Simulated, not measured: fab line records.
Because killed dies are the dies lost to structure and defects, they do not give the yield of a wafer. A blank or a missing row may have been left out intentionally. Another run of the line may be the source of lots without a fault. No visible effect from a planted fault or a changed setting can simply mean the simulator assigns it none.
Which tool did it? -- flow berkeley cmos170 -- 39 wafers from 13 lots sampled at 4 of the route's 331 steps

WHAT THE GAUGES READ, wafer by wafer
UCB170_M3_RS_MEAS_02: measures by four-point-probe.
lot,measured,on,M3_AL_RS (ohm/sq)
L839,day 7 23:34,film metro-01,0.0322 0.0322 0.0326
L841,day 8 11:05,film metro-02,0.0330 0.0331 0.0333
L840,day 8 16:47,film metro-04,0.0317 0.0317 0.0319
L843,day 8 23:13,film metro-02,0.0333 0.0329 0.0324
L842,day 8 23:24,film metro-01,0.0320 0.0321 0.0320
L845,day 9 19:04,film metro-04,0.0329 0.0326 0.0330
L844,day 9 19:47,film metro-01,0.0319 0.0318 0.0319
L849,day 9 23:55,film metro-01,0.0325 0.0426 0.0324
L853,day 10 13:14,film metro-02,0.0330 0.0327 0.0332
L856,day 10 21:52,film metro-04,0.0319 0.0320 0.0318
L859,day 11 17:07,film metro-02,0.0318 0.0323 0.0324
L858,day 11 17:24,film metro-04,0.0319 0.0313 0.0318
L860,day 12 02:05,film metro-02,0.0329 0.0323 0.0324

UCB170_M3_THK_MEAS_03: measures by xrf.
lot,measured,on,M3_AL_THK (nm)
L839,day 7 23:41,film metro-01,900 904 888
L841,day 8 11:11,film metro-02,878 874 871
L840,day 8 16:55,film metro-04,914 912 909
L843,day 8 23:20,film metro-02,877 877 897
L842,day 8 23:31,film metro-01,905 901 908
L845,day 9 19:11,film metro-04,875 881 874
L844,day 9 19:55,film metro-01,905 909 908
L849,day 10 00:01,film metro-01,888 683 890
L853,day 10 13:20,film metro-02,873 883 871
L856,day 10 21:58,film metro-04,903 894 907
L859,day 11 17:14,film metro-02,910 897 892
L858,day 11 17:31,film metro-04,898 910 896
L860,day 12 02:13,film metro-02,887 901 901

UCB170_M3_OVL_MEAS_16.
lot,measured,on,M3_OVL (nm)
L839,day 8 02:47,overlay-01,-2 0 3
L841,day 8 14:35,overlay-01,-11 -13 -10
L840,day 8 20:11,overlay-01,2 8 10
L843,day 9 01:50,overlay-01,11 5 4
L842,day 9 02:31,overlay-01,10 15 10
L845,day 9 23:01,overlay-01,-8 -3 -2
L844,day 9 23:33,overlay-02,8 0 -3
L849,day 10 02:32,overlay-01,3 -2 1
L853,day 10 17:36,overlay-02,-4 2 1
L856,day 11 01:21,overlay-02,-9 -4 7
L859,day 11 19:52,overlay-02,-1 6 7
L858,day 11 20:28,overlay-02,8 4 9
L860,day 12 04:20,overlay-02,-2 -4 -3

WHAT TOOL EACH LOT RAN ON (gives the tool, then ch and the chambers of the sampled wafers, and finally the start)
lot,UCB170_M3_SPUTTER_01
L839,"pvd sputter-04, day 7 23:29"
L841,"pvd sputter-01, day 8 10:59"
L840,"pvd sputter-02, day 8 16:40"
L843,"pvd sputter-01, day 8 23:08"
L842,"pvd sputter-04, day 8 23:16"
L845,"pvd sputter-01, day 9 18:59"
L844,"pvd sputter-02, day 9 19:43"
L849,"pvd sputter-04, day 9 23:47"
L853,"pvd sputter-01, day 10 13:08"
L856,"pvd sputter-02, day 10 21:44"
L859,"pvd sputter-01, day 11 17:02"
L858,"pvd sputter-02, day 11 17:19"
L860,"pvd sputter-01, day 12 02:01"
- UCB170_M3_SPUTTER_01: material Al, target thk 900 nm, time 120 s.

AS READ BY THE TOOLS THEMSELVES (means over the sampled wafers that have a number; for cases with no such wafer, the mark the record gives instead)
UCB170_M3_SPUTTER_01.
lot,tool,throttle valve pct (%)
L839,pvd sputter-04,29.7
L841,pvd sputter-01,29.6
L840,pvd sputter-02,30.5
L843,pvd sputter-01,30.1
L842,pvd sputter-04,29.5
L845,pvd sputter-01,30.0
L844,pvd sputter-02,30.4
L849,pvd sputter-04,29.7
L853,pvd sputter-01,30.0
L856,pvd sputter-02,31.2
L859,pvd sputter-01,30.0
L858,pvd sputter-02,30.4
L860,pvd sputter-01,30.3

THE ANSWER, worked out from the rows above alone
Rule: what is usual is taken from the lots themselves. The widest of any qualifying gaps counts: lots, ordered by their means at a reading, are off when they make up no more than a third of the lots, leave a main group of 4 or more, and stand apart from it by 3 or more times the standard deviation of that group's means. Not used: any main group whose means are identical at the precision the tables above print for the reading. A lot without any number at a reading at which 4 lots or more have one is off too. The other lots that the step has rows for count as sound. Order of review: gauges by route order, followed by the tools' own readings, for which a lot's mean as printed above is used. At the first step where some lot is off, the reading lying furthest off is the one used; lots without a number count as furthest.
Off: L849, seen at UCB170_M3_RS_MEAS_02 (M3_AL_RS). Mean 0.0323 ohm/sq and standard deviation 0.00049 in the main group.
A tool fits if, at a process step before that reading, it ran every lot that is off, and no sound lot after the first of them. The gauges at UCB170_M3_RS_MEAS_02 are tried like those tools. Undecided on this evidence; 2 tools fit (pvd sputter-04 at UCB170_M3_SPUTTER_01, film metro-01 at UCB170_M3_RS_MEAS_02).

WHAT THE SIMULATOR HAD INSERTED
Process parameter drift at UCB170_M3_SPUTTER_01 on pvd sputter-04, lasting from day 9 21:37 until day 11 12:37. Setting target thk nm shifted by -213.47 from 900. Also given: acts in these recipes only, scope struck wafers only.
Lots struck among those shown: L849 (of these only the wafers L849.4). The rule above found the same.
